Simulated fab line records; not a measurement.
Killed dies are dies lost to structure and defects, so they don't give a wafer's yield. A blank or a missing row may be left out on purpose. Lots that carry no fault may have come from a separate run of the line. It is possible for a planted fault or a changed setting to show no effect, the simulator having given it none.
Chamber matching || flow berkeley_cmos170 || 4 sister chambers for UCB170_V1_CMP_02 on cmp-02
The step polishes SiO2. 4 wafers are shown with their chamber, then 9 later ones without.

## WAFERS, EACH WITH ITS CHAMBER
{"wafer": "L970.1", "chamber": 1, "motor_current_A (A)": 12.2}
{"wafer": "L970.2", "chamber": 2, "motor_current_A (A)": 16.0}
{"wafer": "L973.5", "chamber": 0, "motor_current_A (A)": 15.9}
{"wafer": "L973.6", "chamber": 3, "motor_current_A (A)": 17.9}

## WAFERS WHOSE CHAMBER IS MISSING
{"wafer": "L980.2", "motor_current_A (A)": 11.9}
{"wafer": "L980.4", "motor_current_A (A)": 17.0}
{"wafer": "L980.5", "motor_current_A (A)": 12.2}
{"wafer": "L981.1", "motor_current_A (A)": 11.9}
{"wafer": "L981.2", "motor_current_A (A)": 15.8}
{"wafer": "L981.5", "motor_current_A (A)": 12.5}
{"wafer": "L983.1", "motor_current_A (A)": 11.7}
{"wafer": "L983.3", "motor_current_A (A)": 17.7}
{"wafer": "L983.6", "motor_current_A (A)": 15.6}

## WHICH CHAMBER EACH WENT THROUGH
{"wafer": "L980.2", "from the rows above": 1, "in truth": 1}
{"wafer": "L980.4", "from the rows above": "can't be placed: 3 or 2 or 0", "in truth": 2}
{"wafer": "L980.5", "from the rows above": 1, "in truth": 1}
{"wafer": "L981.1", "from the rows above": 1, "in truth": 1}
{"wafer": "L981.2", "from the rows above": "can't be placed: 0 or 2", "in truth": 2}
{"wafer": "L981.5", "from the rows above": 1, "in truth": 1}
{"wafer": "L983.1", "from the rows above": 1, "in truth": 1}
{"wafer": "L983.3", "from the rows above": 3, "in truth": 3}
{"wafer": "L983.6", "from the rows above": "can't be placed: 0 or 2", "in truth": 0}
Placed correctly: 6 of 9. Not placeable from these rows: 3 (in 3, the candidates include the true chamber). Placed wrongly: 0.
How it was worked out, from the rows above alone: a wafer's distance from a chamber is the root of the sum, over the readings, of the square of ((its reading less the chamber's mean) divided by the reading's scatter). If the next closest chamber is less than 2 further off than the closest, the wafer can't be placed; otherwise it belongs to the closest. Each chamber's mean is taken over the wafers shown for it. The scatter (one wafer shown for each chamber): square how far every hidden wafer sits from the nearest shown wafer, average those squares and take the square root.
